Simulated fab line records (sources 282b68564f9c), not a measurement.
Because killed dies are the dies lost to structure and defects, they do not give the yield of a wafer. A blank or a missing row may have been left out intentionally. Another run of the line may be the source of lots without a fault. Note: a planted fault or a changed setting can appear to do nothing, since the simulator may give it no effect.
fab line records || flow ritCmos || part 2 of 2: steps 29 to 39 of 39
record: {"lots": 5, "wafers": 15, "lastDay": 6}
route steps=202 shown GATE@90 REOX@98 NLDD@103 PLDD@114 SPACER@125
lots that met no fault: from a run of the same line without faults
startH: hours from the record's first day to the start of the lot's first wafer shown || waitH: time in hours since the lot's previous step || " unchanged from the row above || L1.1+2: several wafers, shown together as one row || - no value, or no start was given || * or withheld: withheld || < > ~ a bound
route shown NAME@n: names a module that has steps shown in the file, with the first one's number in the route || usual: the fault-free wafers' mean and standard deviation || same: alike in all rows || chamber/n: place in a boat || sites: the reading at each site || _std_site: the values' standard deviation || _edge_site: outer sites' mean less inner sites' || radiusMm: how far each site lies from the wafer's centre || mask NAME#n: copy n || behind: the tool/chamber that last shaped the wafer || hold: cause of the lot's hold/its duration in hours/its outcome || device: the transistor (n, p or np) that didn't switch || end of line: at the end of the route, the tests of the same wafers || a step without rows: its recipe alone || killed: not the wafer's yield, but the dies lost to structure and defects at the first sort || map: shows each die of a wafer: x if killed, . if not, _ if none is there
set.NAME: the setting as run; set.NAME@STEP: as run at that earlier step || model.NAME: the simulator's own value behind a step, which no gauge read
certain route steps with their lots: each step a table, each wafer a row
services: a tool's chamber out of use, with start hour (startH, from the record's first day; less than 0 if before it), hours out, and reason
== steps ==
step: RIT_PLDD_PEB_04
recipe: {"resist": "NOVOLAK", "tempC": "withheld", "timeS": "withheld"}
usual: {"resistLineTempC": "*"}
{"lot.wafer": "L076.1", "tool": "lithoTrack-01", "chamber": 0, "startH": 59.84, "waitH": 0.1, "resistLineTempC": "*"}
{"lot.wafer": "L076.2", "tool": "lithoTrack-01", "chamber": 0, "startH": 59.84, "waitH": 0.1, "resistLineTempC": "*"}
{"lot.wafer": "L076.4", "tool": "lithoTrack-01", "chamber": 0, "startH": 59.84, "waitH": 0.1, "resistLineTempC": "*"}
{"lot.wafer": "L077.4", "tool": "lithoTrack-03", "chamber": 0, "startH": 66.37, "waitH": 0.1, "resistLineTempC": "*"}
{"lot.wafer": "L077.5", "tool": "lithoTrack-03", "chamber": 0, "startH": 66.37, "waitH": 0.1, "resistLineTempC": "*"}
{"lot.wafer": "L077.6", "tool": "lithoTrack-03", "chamber": 0, "startH": 66.37, "waitH": 0.1, "resistLineTempC": "*"}
{"lot.wafer": "L081.1", "tool": "lithoTrack-03", "chamber": 0, "startH": 84.60, "waitH": 0.1, "resistLineTempC": "*"}
{"lot.wafer": "L081.2", "tool": "lithoTrack-03", "chamber": 0, "startH": 84.60, "waitH": 0.1, "resistLineTempC": "*"}
{"lot.wafer": "L081.5", "tool": "lithoTrack-03", "chamber": 0, "startH": 84.60, "waitH": 0.1, "resistLineTempC": "*"}
{"lot.wafer": "L085.2", "tool": "lithoTrack-01", "chamber": 0, "startH": 102.85, "waitH": 0.1, "resistLineTempC": "*"}
{"lot.wafer": "L085.4", "tool": "lithoTrack-01", "chamber": 0, "startH": 102.85, "waitH": 0.1, "resistLineTempC": "*"}
{"lot.wafer": "L085.6", "tool": "lithoTrack-01", "chamber": 0, "startH": 102.85, "waitH": 0.1, "resistLineTempC": "*"}
{"lot.wafer": "L090.2", "tool": "lithoTrack-01", "chamber": 0, "startH": 126.88, "waitH": 0.1, "resistLineTempC": "*"}
{"lot.wafer": "L090.3", "tool": "lithoTrack-01", "chamber": 0, "startH": 126.88, "waitH": 0.1, "resistLineTempC": "*"}
{"lot.wafer": "L090.6", "tool": "lithoTrack-01", "chamber": 0, "startH": 126.88, "waitH": 0.1, "resistLineTempC": "*"}
step: RIT_PLDD_DEVELOP_05
recipe: {"resist": "NOVOLAK", "developTimeS": 50, "devTempC": 23}
usual: {"resistLineTempC": "23.00/0.11"}
{"lot.wafer": "L076.1", "tool": "lithoTrack-01", "chamber": 0, "startH": "-", "waitH": "-", "resistLineTempC": 22.84}
{"lot.wafer": "L076.2", "tool": "lithoTrack-01", "chamber": 0, "startH": "-", "waitH": "-", "resistLineTempC": 22.88}
{"lot.wafer": "L076.4", "tool": "lithoTrack-01", "chamber": 0, "startH": "-", "waitH": "-", "resistLineTempC": 23.06}
{"lot.wafer": "L077.4", "tool": "lithoTrack-03", "chamber": 0, "startH": "-", "waitH": "-", "resistLineTempC": 23.21}
{"lot.wafer": "L077.5", "tool": "lithoTrack-03", "chamber": 0, "startH": "-", "waitH": "-", "resistLineTempC": 23.13}
{"lot.wafer": "L077.6", "tool": "lithoTrack-03", "chamber": 0, "startH": "-", "waitH": "-", "resistLineTempC": 23.06}
{"lot.wafer": "L081.1", "tool": "lithoTrack-03", "chamber": 0, "startH": "-", "waitH": "-", "resistLineTempC": 22.96}
{"lot.wafer": "L081.2", "tool": "lithoTrack-03", "chamber": 0, "startH": "-", "waitH": "-", "resistLineTempC": 23.12}
{"lot.wafer": "L081.5", "tool": "lithoTrack-03", "chamber": 0, "startH": "-", "waitH": "-", "resistLineTempC": 22.99}
{"lot.wafer": "L085.2", "tool": "lithoTrack-01", "chamber": 0, "startH": "-", "waitH": "-", "resistLineTempC": 22.89}
{"lot.wafer": "L085.4", "tool": "lithoTrack-01", "chamber": 0, "startH": "-", "waitH": "-", "resistLineTempC": 22.88}
{"lot.wafer": "L085.6", "tool": "lithoTrack-01", "chamber": 0, "startH": "-", "waitH": "-", "resistLineTempC": 22.90}
{"lot.wafer": "L090.2", "tool": "lithoTrack-01", "chamber": 0, "startH": "-", "waitH": "-", "resistLineTempC": 23.04}
{"lot.wafer": "L090.3", "tool": "lithoTrack-01", "chamber": 0, "startH": "-", "waitH": "-", "resistLineTempC": 23.10}
{"lot.wafer": "L090.6", "tool": "lithoTrack-01", "chamber": 0, "startH": "-", "waitH": "-", "resistLineTempC": 23.16}
step: RIT_PLDD_OVL_MEAS_06
usual: {"PLDD_OVL": "-0.2/1.2"}
{"lot.wafer": "L076.1", "tool": "overlay-01", "chamber": "-", "startH": 60.12, "waitH": "-", "PLDD_OVL[nm]": 1.1}
{"lot.wafer": "L076.2", "tool": "overlay-01", "chamber": "-", "startH": 60.12, "waitH": "-", "PLDD_OVL[nm]": -0.4}
{"lot.wafer": "L076.4", "tool": "overlay-01", "chamber": "-", "startH": 60.12, "waitH": "-", "PLDD_OVL[nm]": 0.4}
{"lot.wafer": "L077.4", "tool": "overlay-01", "chamber": "-", "startH": 66.60, "waitH": "-", "PLDD_OVL[nm]": 1.6}
{"lot.wafer": "L077.5", "tool": "overlay-01", "chamber": "-", "startH": 66.60, "waitH": "-", "PLDD_OVL[nm]": 0.1}
{"lot.wafer": "L077.6", "tool": "overlay-01", "chamber": "-", "startH": 66.60, "waitH": "-", "PLDD_OVL[nm]": 0.8}
{"lot.wafer": "L081.1", "tool": "overlay-01", "chamber": "-", "startH": 84.89, "waitH": "-", "PLDD_OVL[nm]": -2.1}
{"lot.wafer": "L081.2", "tool": "overlay-01", "chamber": "-", "startH": 84.89, "waitH": "-", "PLDD_OVL[nm]": -1.9}
{"lot.wafer": "L081.5", "tool": "overlay-01", "chamber": "-", "startH": 84.89, "waitH": "-", "PLDD_OVL[nm]": -0.7}
{"lot.wafer": "L085.2", "tool": "overlay-02", "chamber": "-", "startH": 103.11, "waitH": "-", "PLDD_OVL[nm]": -0.4}
{"lot.wafer": "L085.4", "tool": "overlay-02", "chamber": "-", "startH": 103.11, "waitH": "-", "PLDD_OVL[nm]": -1.3}
{"lot.wafer": "L085.6", "tool": "overlay-02", "chamber": "-", "startH": 103.11, "waitH": "-", "PLDD_OVL[nm]": -1.2}
{"lot.wafer": "L090.2", "tool": "overlay-01", "chamber": "-", "startH": 127.14, "waitH": "-", "PLDD_OVL[nm]": -1.2}
{"lot.wafer": "L090.3", "tool": "overlay-01", "chamber": "-", "startH": 127.14, "waitH": "-", "PLDD_OVL[nm]": -0.4}
{"lot.wafer": "L090.6", "tool": "overlay-01", "chamber": "-", "startH": 127.14, "waitH": "-", "PLDD_OVL[nm]": -0.9}
step: RIT_PLDD_HARDBAKE_07
recipe: {"resist": "NOVOLAK", "tempC": 140, "timeS": 60}
usual: {"resistLineTempC": "23.00/0.12"}
{"lot.wafer": "L076.1", "tool": "lithoTrack-01", "chamber": 0, "startH": 60.16, "waitH": 0.0, "resistLineTempC": 23.10}
{"lot.wafer": "L076.2", "tool": "lithoTrack-01", "chamber": 0, "startH": 60.16, "waitH": 0.0, "resistLineTempC": 23.07}
{"lot.wafer": "L076.4", "tool": "lithoTrack-01", "chamber": 0, "startH": 60.16, "waitH": 0.0, "resistLineTempC": 23.04}
{"lot.wafer": "L077.4", "tool": "lithoTrack-01", "chamber": 0, "startH": 66.69, "waitH": 0.1, "resistLineTempC": 22.79}
{"lot.wafer": "L077.5", "tool": "lithoTrack-01", "chamber": 0, "startH": 66.69, "waitH": 0.1, "resistLineTempC": 22.78}
{"lot.wafer": "L077.6", "tool": "lithoTrack-01", "chamber": 0, "startH": 66.69, "waitH": 0.1, "resistLineTempC": 22.75}
{"lot.wafer": "L081.1", "tool": "lithoTrack-02", "chamber": 0, "startH": 84.92, "waitH": 0.0, "resistLineTempC": 23.09}
{"lot.wafer": "L081.2", "tool": "lithoTrack-02", "chamber": 0, "startH": 84.92, "waitH": 0.0, "resistLineTempC": 23.10}
{"lot.wafer": "L081.5", "tool": "lithoTrack-02", "chamber": 0, "startH": 84.92, "waitH": 0.0, "resistLineTempC": 22.99}
{"lot.wafer": "L085.2", "tool": "lithoTrack-02", "chamber": 0, "startH": 103.26, "waitH": 0.1, "resistLineTempC": 23.01}
{"lot.wafer": "L085.4", "tool": "lithoTrack-02", "chamber": 0, "startH": 103.26, "waitH": 0.1, "resistLineTempC": 22.93}
{"lot.wafer": "L085.6", "tool": "lithoTrack-02", "chamber": 0, "startH": 103.26, "waitH": 0.1, "resistLineTempC": 22.99}
{"lot.wafer": "L090.2", "tool": "lithoTrack-03", "chamber": 0, "startH": 127.20, "waitH": 0.0, "resistLineTempC": 22.95}
{"lot.wafer": "L090.3", "tool": "lithoTrack-03", "chamber": 0, "startH": 127.20, "waitH": 0.0, "resistLineTempC": 22.97}
{"lot.wafer": "L090.6", "tool": "lithoTrack-03", "chamber": 0, "startH": 127.20, "waitH": 0.0, "resistLineTempC": 23.03}
step: RIT_PLDD_IMPLANT_08
recipe: {"species": "BF2", "energyKev": 20, "doseCm2": 9e+14, "tiltDeg": 7}
usual: {"faradayCurrentUA": "2838/61", "tiltDeg": "7.000/0.02"}
{"lot.wafer": "L076.1", "tool": "implanter-02", "chamber": 0, "startH": 60.31, "waitH": 0.1, "faradayCurrentUA": 2920, "tiltDeg": 7.008}
{"lot.wafer": "L076.2", "tool": "implanter-02", "chamber": 0, "startH": 60.31, "waitH": 0.1, "faradayCurrentUA": 2772, "tiltDeg": 6.994}
{"lot.wafer": "L076.4", "tool": "implanter-02", "chamber": 0, "startH": 60.31, "waitH": 0.1, "faradayCurrentUA": 2866, "tiltDeg": 6.988}
{"lot.wafer": "L077.4", "tool": "implanter-03", "chamber": 0, "startH": 66.84, "waitH": 0.1, "faradayCurrentUA": 2833, "tiltDeg": 7.008}
{"lot.wafer": "L077.5", "tool": "implanter-03", "chamber": 0, "startH": 66.84, "waitH": 0.1, "faradayCurrentUA": 2767, "tiltDeg": 7.024}
{"lot.wafer": "L077.6", "tool": "implanter-03", "chamber": 0, "startH": 66.84, "waitH": 0.1, "faradayCurrentUA": 2803, "tiltDeg": 7.015}
{"lot.wafer": "L081.1", "tool": "implanter-04", "chamber": 0, "startH": 85.07, "waitH": 0.1, "faradayCurrentUA": 2874, "tiltDeg": 6.998}
{"lot.wafer": "L081.2", "tool": "implanter-04", "chamber": 0, "startH": 85.07, "waitH": 0.1, "faradayCurrentUA": 2881, "tiltDeg": 6.968}
{"lot.wafer": "L081.5", "tool": "implanter-04", "chamber": 0, "startH": 85.07, "waitH": 0.1, "faradayCurrentUA": 2872, "tiltDeg": 6.986}
{"lot.wafer": "L085.2", "tool": "implanter-04", "chamber": 0, "startH": 103.41, "waitH": 0.1, "faradayCurrentUA": 2820, "tiltDeg": 7.016}
{"lot.wafer": "L085.4", "tool": "implanter-04", "chamber": 0, "startH": 103.41, "waitH": 0.1, "faradayCurrentUA": 2890, "tiltDeg": 6.997}
{"lot.wafer": "L085.6", "tool": "implanter-04", "chamber": 0, "startH": 103.41, "waitH": 0.1, "faradayCurrentUA": 2787, "tiltDeg": 6.991}
{"lot.wafer": "L090.2", "tool": "implanter-02", "chamber": 0, "startH": 127.35, "waitH": 0.1, "faradayCurrentUA": 2712, "tiltDeg": 7.015}
{"lot.wafer": "L090.3", "tool": "implanter-02", "chamber": 0, "startH": 127.35, "waitH": 0.1, "faradayCurrentUA": 2725, "tiltDeg": 6.983}
{"lot.wafer": "L090.6", "tool": "implanter-02", "chamber": 0, "startH": 127.35, "waitH": 0.1, "faradayCurrentUA": 2792, "tiltDeg": 7.010}
step: RIT_PLDD_STRIP_09
recipe: {"chemistry": "O2", "timeS": 180, "resist": "NOVOLAK", "platenTempC": "withheld", "powerW": 500, "pressureMtorr": 4000, "o2FlowSccm": 4000}
usual: {"drypumpMotorCurrentA": "5.7/0.47"}
{"lot.wafer": "L076.1", "tool": "plasmaAsher-02", "chamber": 1, "startH": 60.46, "waitH": 0.1, "drypumpMotorCurrentA": 5.5, "rfHoursCounterH": 41}
{"lot.wafer": "L076.2", "tool": "plasmaAsher-02", "chamber": 0, "startH": 60.46, "waitH": 0.1, "drypumpMotorCurrentA": 5.6, "rfHoursCounterH": 41}
{"lot.wafer": "L076.4", "tool": "plasmaAsher-02", "chamber": 1, "startH": 60.46, "waitH": 0.1, "drypumpMotorCurrentA": 5.5, "rfHoursCounterH": "-"}
{"lot.wafer": "L077.4", "tool": "plasmaAsher-02", "chamber": 1, "startH": 66.98, "waitH": 0.1, "drypumpMotorCurrentA": 5.5, "rfHoursCounterH": "-"}
{"lot.wafer": "L077.5", "tool": "plasmaAsher-02", "chamber": 0, "startH": 66.98, "waitH": 0.1, "drypumpMotorCurrentA": 5.6, "rfHoursCounterH": "-"}
{"lot.wafer": "L077.6", "tool": "plasmaAsher-02", "chamber": 1, "startH": 66.98, "waitH": 0.1, "drypumpMotorCurrentA": 5.5, "rfHoursCounterH": "-"}
{"lot.wafer": "L081.1", "tool": "plasmaAsher-04", "chamber": 0, "startH": 85.22, "waitH": 0.1, "drypumpMotorCurrentA": 5.7, "rfHoursCounterH": 28}
{"lot.wafer": "L081.2", "tool": "plasmaAsher-04", "chamber": 1, "startH": 85.22, "waitH": 0.1, "drypumpMotorCurrentA": 5.1, "rfHoursCounterH": 28}
{"lot.wafer": "L081.5", "tool": "plasmaAsher-04", "chamber": 0, "startH": 85.22, "waitH": 0.1, "drypumpMotorCurrentA": 5.7, "rfHoursCounterH": "-"}
{"lot.wafer": "L085.2", "tool": "plasmaAsher-04", "chamber": 1, "startH": 103.54, "waitH": 0.1, "drypumpMotorCurrentA": 5.1, "rfHoursCounterH": 30}
{"lot.wafer": "L085.4", "tool": "plasmaAsher-04", "chamber": 0, "startH": 103.54, "waitH": 0.1, "drypumpMotorCurrentA": 5.6, "rfHoursCounterH": "-"}
{"lot.wafer": "L085.6", "tool": "plasmaAsher-04", "chamber": 0, "startH": 103.54, "waitH": 0.1, "drypumpMotorCurrentA": 5.6, "rfHoursCounterH": "-"}
{"lot.wafer": "L090.2", "tool": "plasmaAsher-04", "chamber": 0, "startH": 127.47, "waitH": 0.1, "drypumpMotorCurrentA": 5.6, "rfHoursCounterH": 33}
{"lot.wafer": "L090.3", "tool": "plasmaAsher-04", "chamber": 0, "startH": 127.47, "waitH": 0.1, "drypumpMotorCurrentA": 5.7, "rfHoursCounterH": "-"}
{"lot.wafer": "L090.6", "tool": "plasmaAsher-04", "chamber": 0, "startH": 127.47, "waitH": 0.1, "drypumpMotorCurrentA": 5.6, "rfHoursCounterH": "-"}
step: RIT_PLDD_TW_MEAS_10
usual: {"PLDD_TW": "2332/16"}
{"lot.wafer": "L076.1", "tool": "filmMetro-01", "chamber": "-", "startH": 60.63, "waitH": 0.1, "PLDD_TW": 2340}
{"lot.wafer": "L076.2", "tool": "filmMetro-01", "chamber": "-", "startH": 60.63, "waitH": 0.1, "PLDD_TW": 2358}
{"lot.wafer": "L076.4", "tool": "filmMetro-01", "chamber": "-", "startH": 60.63, "waitH": 0.1, "PLDD_TW": 2344}
{"lot.wafer": "L077.4", "tool": "filmMetro-04", "chamber": "-", "startH": 67.12, "waitH": 0.1, "PLDD_TW": 2302}
{"lot.wafer": "L077.5", "tool": "filmMetro-04", "chamber": "-", "startH": 67.12, "waitH": 0.1, "PLDD_TW": 2313}
{"lot.wafer": "L077.6", "tool": "filmMetro-04", "chamber": "-", "startH": 67.12, "waitH": 0.1, "PLDD_TW": 2308}
{"lot.wafer": "L081.1", "tool": "filmMetro-01", "chamber": "-", "startH": 85.40, "waitH": 0.1, "PLDD_TW": 2340}
{"lot.wafer": "L081.2", "tool": "filmMetro-01", "chamber": "-", "startH": 85.40, "waitH": 0.1, "PLDD_TW": 2358}
{"lot.wafer": "L081.5", "tool": "filmMetro-01", "chamber": "-", "startH": 85.40, "waitH": 0.1, "PLDD_TW": 2345}
{"lot.wafer": "L085.2", "tool": "filmMetro-03", "chamber": "-", "startH": 103.72, "waitH": 0.1, "PLDD_TW": 2360}
{"lot.wafer": "L085.4", "tool": "filmMetro-03", "chamber": "-", "startH": 103.72, "waitH": 0.1, "PLDD_TW": 2347}
{"lot.wafer": "L085.6", "tool": "filmMetro-03", "chamber": "-", "startH": 103.72, "waitH": 0.1, "PLDD_TW": 2344}
{"lot.wafer": "L090.2", "tool": "filmMetro-04", "chamber": "-", "startH": 127.66, "waitH": 0.1, "PLDD_TW": 2318}
{"lot.wafer": "L090.3", "tool": "filmMetro-04", "chamber": "-", "startH": 127.66, "waitH": 0.1, "PLDD_TW": 2307}
{"lot.wafer": "L090.6", "tool": "filmMetro-04", "chamber": "-", "startH": 127.66, "waitH": 0.1, "PLDD_TW": 2313}
step: RIT_SPACER_CLEAN_00
recipe: {"chemistry": "SC1", "mix": "3:3:50", "timeS": 600, "tempC": 75}
{"lot.wafer": "L076.1+2+4", "tool": "wetBench-03", "chamber": 0, "startH": 60.69, "waitH": 0.1}
{"lot.wafer": "L077.4+5+6", "tool": "wetBench-03", "chamber": 3, "startH": 67.15, "waitH": 0.0}
{"lot.wafer": "L081.1+2+5", "tool": "wetBench-02", "chamber": 0, "startH": 85.46, "waitH": 0.1}
{"lot.wafer": "L085.2+4+6", "tool": "wetBench-01", "chamber": 1, "startH": 103.77, "waitH": 0.0}
{"lot.wafer": "L090.2+3+6", "tool": "wetBench-03", "chamber": 0, "startH": 127.71, "waitH": 0.0}
step: RIT_SPACER_CLEAN_01
recipe: {"chemistry": "dHF", "dilution": "50:1", "timeS": 30}
{"lot.wafer": "L076.1+2+4", "tool": "wetBench-02", "chamber": 1, "startH": 60.87, "waitH": 0.0}
{"lot.wafer": "L077.4+5+6", "tool": "wetBench-01", "chamber": 0, "startH": 67.33, "waitH": 0.0}
{"lot.wafer": "L081.1+2+5", "tool": "wetBench-03", "chamber": 0, "startH": 85.65, "waitH": 0.0}
{"lot.wafer": "L085.2+4+6", "tool": "wetBench-02", "chamber": 2, "startH": 104.12, "waitH": 0.0}
{"lot.wafer": "L090.2+3+6", "tool": "wetBench-01", "chamber": 0, "startH": 127.88, "waitH": 0.0}
step: RIT_SPACER_CLEAN_02
recipe: {"chemistry": "SC2", "mix": "3:3:50", "timeS": 600, "tempC": 75, "dry": "n2Spin"}
{"lot.wafer": "L076.1+2+4", "tool": "wetBench-03", "chamber": 0, "startH": 60.90, "waitH": 0.0}
{"lot.wafer": "L077.4+5+6", "tool": "wetBench-02", "chamber": 2, "startH": 67.34, "waitH": 0.0}
{"lot.wafer": "L081.1+2+5", "tool": "wetBench-01", "chamber": 2, "startH": 85.66, "waitH": 0.0}
{"lot.wafer": "L085.2+4+6", "tool": "wetBench-01", "chamber": 0, "startH": 104.14, "waitH": 0.0}
{"lot.wafer": "L090.2+3+6", "tool": "wetBench-02", "chamber": 3, "startH": 127.90, "waitH": 0.0}
step: RIT_SPACER_CVD_03
recipe: {"material": "Si3N4", "targetThkNm": 250, "tempC": 810, "precursor": "SiH2Cl2/NH3", "timeS": 3300, "pressureMtorr": 300, "sih2cl2FlowSccm": 60, "nh3FlowSccm": 150}
usual: {"nh3FlowSccm": "149.9/0.4", "spikeTcCentreC": "812.4/1.6", "susceptorTempC": "810.1/0.35"}
{"lot.wafer": "L076.1", "tool": "lpcvd-02", "chamber": 1, "startH": 61.07, "waitH": 0.0, "nh3FlowSccm": 149.8, "spikeTcCentreC": 810.2, "susceptorTempC": 810.3}
{"lot.wafer": "L076.2", "tool": "lpcvd-02", "chamber": 1, "startH": 61.07, "waitH": 0.0, "nh3FlowSccm": 150.2, "spikeTcCentreC": 810.4, "susceptorTempC": 809.8}
{"lot.wafer": "L076.4", "tool": "lpcvd-02", "chamber": 1, "startH": 61.07, "waitH": 0.0, "nh3FlowSccm": 150.4, "spikeTcCentreC": 811.9, "susceptorTempC": 810.0}
{"lot.wafer": "L077.4", "tool": "lpcvd-01", "chamber": 0, "startH": 67.52, "waitH": 0.0, "nh3FlowSccm": 149.4, "spikeTcCentreC": 813.4, "susceptorTempC": 809.9}
{"lot.wafer": "L077.5", "tool": "lpcvd-01", "chamber": 0, "startH": 67.52, "waitH": 0.0, "nh3FlowSccm": 149.5, "spikeTcCentreC": 812.1, "susceptorTempC": 809.8}
{"lot.wafer": "L077.6", "tool": "lpcvd-01", "chamber": 0, "startH": 67.52, "waitH": 0.0, "nh3FlowSccm": 150.0, "spikeTcCentreC": 811.0, "susceptorTempC": 809.9}
{"lot.wafer": "L081.1", "tool": "lpcvd-02", "chamber": 1, "startH": 85.84, "waitH": 0.0, "nh3FlowSccm": 150.5, "spikeTcCentreC": 810.6, "susceptorTempC": 810.4}
{"lot.wafer": "L081.2", "tool": "lpcvd-02", "chamber": 1, "startH": 85.84, "waitH": 0.0, "nh3FlowSccm": 150.2, "spikeTcCentreC": 812.9, "susceptorTempC": 810.3}
{"lot.wafer": "L081.5", "tool": "lpcvd-02", "chamber": 1, "startH": 85.84, "waitH": 0.0, "nh3FlowSccm": 149.4, "spikeTcCentreC": 810.9, "susceptorTempC": 810.1}
{"lot.wafer": "L085.2", "tool": "lpcvd-02", "chamber": 1, "startH": 104.49, "waitH": 0.0, "nh3FlowSccm": 149.1, "spikeTcCentreC": 811.7, "susceptorTempC": 809.9}
{"lot.wafer": "L085.4", "tool": "lpcvd-02", "chamber": 1, "startH": 104.49, "waitH": 0.0, "nh3FlowSccm": 149.6, "spikeTcCentreC": 810.2, "susceptorTempC": 810.0}
{"lot.wafer": "L085.6", "tool": "lpcvd-02", "chamber": 1, "startH": 104.49, "waitH": 0.0, "nh3FlowSccm": 150.3, "spikeTcCentreC": 810.0, "susceptorTempC": 810.3}
{"lot.wafer": "L090.2", "tool": "lpcvd-01", "chamber": 1, "startH": 128.07, "waitH": 0.0, "nh3FlowSccm": 150.4, "spikeTcCentreC": 813.9, "susceptorTempC": 809.6}
{"lot.wafer": "L090.3", "tool": "lpcvd-01", "chamber": 1, "startH": 128.07, "waitH": 0.0, "nh3FlowSccm": 150.1, "spikeTcCentreC": 812.6, "susceptorTempC": 810.0}
{"lot.wafer": "L090.6", "tool": "lpcvd-01", "chamber": 1, "startH": 128.07, "waitH": 0.0, "nh3FlowSccm": 150.0, "spikeTcCentreC": 813.5, "susceptorTempC": 810.0}
== services ==
{"tool": "rieSi-02", "chamber": 2, "startH": 33.89, "hours": 4.1, "kind": "repair"}
{"tool": "lpcvd-02", "chamber": "-", "startH": 37.67, "hours": 1.7, "kind": "repair"}
{"tool": "implanter-01", "chamber": "-", "startH": 49.99, "hours": 3.0, "kind": "repair"}
{"tool": "implanter-02", "chamber": "-", "startH": 51.63, "hours": 2.8, "kind": "repair"}
{"tool": "rieSi-01", "chamber": "-", "startH": 55.05, "hours": 0.1, "kind": "repair"}
{"tool": "wetBench-02", "chamber": "-", "startH": 57.88, "hours": 0.9, "kind": "repair"}
{"tool": "wetBench-02", "chamber": "-", "startH": 61.90, "hours": 1.9, "kind": "pm"}
{"tool": "plasmaAsher-04", "chamber": "-", "startH": 73.26, "hours": 1.3, "kind": "repair"}
{"tool": "ilineStepper-01", "chamber": "-", "startH": 75.29, "hours": 1.7, "kind": "pm"}
{"tool": "rieSi-02", "chamber": 0, "startH": 94.99, "hours": "-", "kind": "clean"}
{"tool": "rieSi-02", "chamber": 0, "startH": 94.99, "hours": 17.5, "kind": "scheduledDown"}
{"tool": "rieSi-02", "chamber": 0, "startH": 94.99, "hours": 17.5, "kind": "ventCycle"}
{"tool": "plasmaAsher-03", "chamber": "-", "startH": 108.75, "hours": 9.0, "kind": "pm"}
{"tool": "plasmaAsher-03", "chamber": 0, "startH": 108.75, "hours": 9.0, "kind": "ventCycle"}
{"tool": "plasmaAsher-03", "chamber": 1, "startH": 108.75, "hours": 9.0, "kind": "ventCycle"}
{"tool": "rieSi-02", "chamber": 1, "startH": 112.48, "hours": "-", "kind": "clean"}
{"tool": "rieSi-02", "chamber": 1, "startH": 112.48, "hours": 22.1, "kind": "scheduledDown"}
{"tool": "rieSi-02", "chamber": 1, "startH": 112.48, "hours": 22.1, "kind": "ventCycle"}
{"tool": "wetBench-04", "chamber": "-", "startH": 114.46, "hours": 6.0, "kind": "repair"}
{"tool": "plasmaAsher-03", "chamber": 0, "startH": 117.75, "hours": "-", "kind": "clean"}
{"tool": "plasmaAsher-03", "chamber": 1, "startH": 117.75, "hours": "-", "kind": "clean"}
{"tool": "implanter-04", "chamber": "-", "startH": 120.26, "hours": 0.6, "kind": "repair"}
